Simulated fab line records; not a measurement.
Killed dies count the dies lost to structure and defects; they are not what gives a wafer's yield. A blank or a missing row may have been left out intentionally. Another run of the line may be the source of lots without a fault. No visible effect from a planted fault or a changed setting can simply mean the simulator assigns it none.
Split-lot trial | flow berkeley-cmos170 | route with 331 steps; 5 lots, 23 wafers read

== ABOUT THE SPLIT ==
At UCB170_NLDD_IMPLANT_08, the setting energy-kev was moved away from the recipe's 30 on 9 of the 23 wafers read, by -5.9% to +6.0%. All remaining wafers had this setting at the recipe value.

== FROM THE SPLIT TO THE READING: what the file shows between them, 9 steps ==
- UCB170_PSD_COAT_01: resist thk 900 nm (also split here: resist-thk-nm)
- UCB170_PSD_IMPLANT_08 (also split here: dose-cm2)
- UCB170_PSD_STRIP_09: strips in O2
- UCB170_PSD_TW_MEAS_10
- UCB170_PSD_CLEAN_11: cleans in SPM, time 600 s
- UCB170_NSD_HMDS_00: prime time 60 s
- UCB170_SDANNEAL_RTA_00: time 10 s
- UCB170_SDANNEAL_RTA_01: time 5 s
- UCB170_SDANNEAL_RS_MEAS_02: measures by four-point-probe

== THE READING ==
At UCB170_SDANNEAL_RS_MEAS_05, a four-point-probe measurement gives NLDD_RS in ohm/sq. Typical for fault-free wafers on this fab line: 616.2 ohm/sq, with standard deviation 1 ohm/sq.

wafer  | tool, chamber at the split | energy-kev as run | against the recipe | NLDD_RS, ohm/sq | against lot-mates on the recipe
L077.2 | implanter-02, 0            | 30                | recipe             | 614.4           | -
L077.3 | implanter-02, 0            | 28.24             | -5.9%              | 620.5           | +4.5
L077.4 | implanter-02, 0            | 30                | recipe             | 616.5           | -
L077.5 | implanter-02, 0            | 28.24             | -5.9%              | 619.8           | +3.8
L077.6 | implanter-02, 0            | 30                | recipe             | 617.1           | -
L076.1 | implanter-02, 0            | 30.63             | +2.1%              | 612.0           | -3.4
L076.2 | implanter-02, 0            | 30                | recipe             | 614.6           | -
L076.3 | implanter-02, 0            | 30                | recipe             | 616.6           | -
L076.4 | implanter-02, 0            | 30.63             | +2.1%              | 613.0           | -2.4
L076.5 | implanter-02, 0            | 30                | recipe             | 615.1           | -
L081.1 | implanter-02, 0            | 31.79             | +6.0%              | 612.4           | -4.1
L081.2 | implanter-02, 0            | 30                | recipe             | 616.7           | -
L081.3 | implanter-02, 0            | 31.79             | +6.0%              | 611.8           | -4.7
L081.4 | implanter-02, 0            | 30                | recipe             | 615.2           | -
L081.5 | implanter-02, 0            | 30                | recipe             | 617.6           | -
L083.1 | implanter-02, 0            | 30                | recipe             | 614.3           | -
L083.3 | implanter-02, 0            | 30                | recipe             | 614.5           | -
L083.5 | implanter-02, 0            | 30                | recipe             | 616.1           | -
L085.1 | implanter-03, 0            | 30                | recipe             | 615.5           | -
L085.2 | implanter-03, 0            | 30.78             | +2.6%              | 615.2           | -0.8
L085.3 | implanter-03, 0            | 30.78             | +2.6%              | 614.9           | -1.1
L085.5 | implanter-03, 0            | 30.78             | +2.6%              | 615.1           | -0.9
L085.6 | implanter-03, 0            | 30                | recipe             | 616.4           | -

THE FIT
A straight line over all 23 wafers: NLDD_RS changes by -0.679 ohm/sq for each +1% of energy-kev; r = -0.86; the points scatter about the line by 1.1 ohm/sq.
The same after taking each lot's own level away (the mean of its wafers on the recipe; 23 wafers): -0.711 ohm/sq for each +1%; r = -0.90; scatter 0.96 ohm/sq.
That fit puts the effect of the largest move of energy-kev on the reading at 4.2 ohm/sq.
Measured against the standard deviation above, the lots' own levels, which go from 614.97 to 616.50 ohm/sq, span 1.5 times it.
So the lot-to-lot level changes the slope little: the two slopes agree.
Check: for one of the wafers moved furthest among these (+6.0%), held out of the fit, the line's prediction against its lot-mates is -4.3 ohm/sq. Against them it came out at -4.1 ohm/sq.

== THESE WAFERS: OTHER SPLITS ==
These wafers also went through other splits before the reading. Each is held against what the fit with the lots' levels taken away leaves over:
other split on the same wafers      | wafers away from the commonest value | r with NLDD_RS (lot level and that fit taken away)
UCB170_START_OXIDATION_02 ox-time-s | 18                                   | +0.08
UCB170_ZERO_STRIP_07 o2-flow-sccm   | 12                                   | +0.14
UCB170_NWELL_PEB_10 peb-temp-c      | 7                                    | -0.16
UCB170_PWELL_CVD_05 pressure-mtorr  | 18                                   | +0.23
UCB170_PFIELD_IMPLANT_07 energy-kev | 8                                    | -0.39
UCB170_NVT_IMPLANT_07 dose-cm2      | 6                                    | -0.22
UCB170_PVT_IMPLANT_07 dose-cm2      | 8                                    | +0.17
UCB170_PSD_COAT_01 resist-thk-nm    | 9                                    | -0.15
UCB170_PSD_IMPLANT_08 dose-cm2      | 8                                    | +0.29

== THE WHOLE CHAIN: every reading that the file lists as answering this split, in the file's order ==
step                       | what it does                 | reading                                                         | change (the file's fit)                | r (the file's)
UCB170_NLDD_IMPLANT_08     |                              | implant.rp-nm (the simulator's own value, which no gauge read)  | +0.164 nm for each +1% of the setting  | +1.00
UCB170_NLDD_IMPLANT_08     |                              | implant.drp-nm (the simulator's own value, which no gauge read) | +0.0702 nm for each +1% of the setting | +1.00
UCB170_SDANNEAL_RS_MEAS_05 | measures by four-point-probe | NLDD_RS                                                         | -0.723 for each +1% of the setting     | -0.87

== FILE'S OWN FIT ==
NLDD_RS changes by -0.723 ohm/sq for each +1% of energy-kev, r = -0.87.
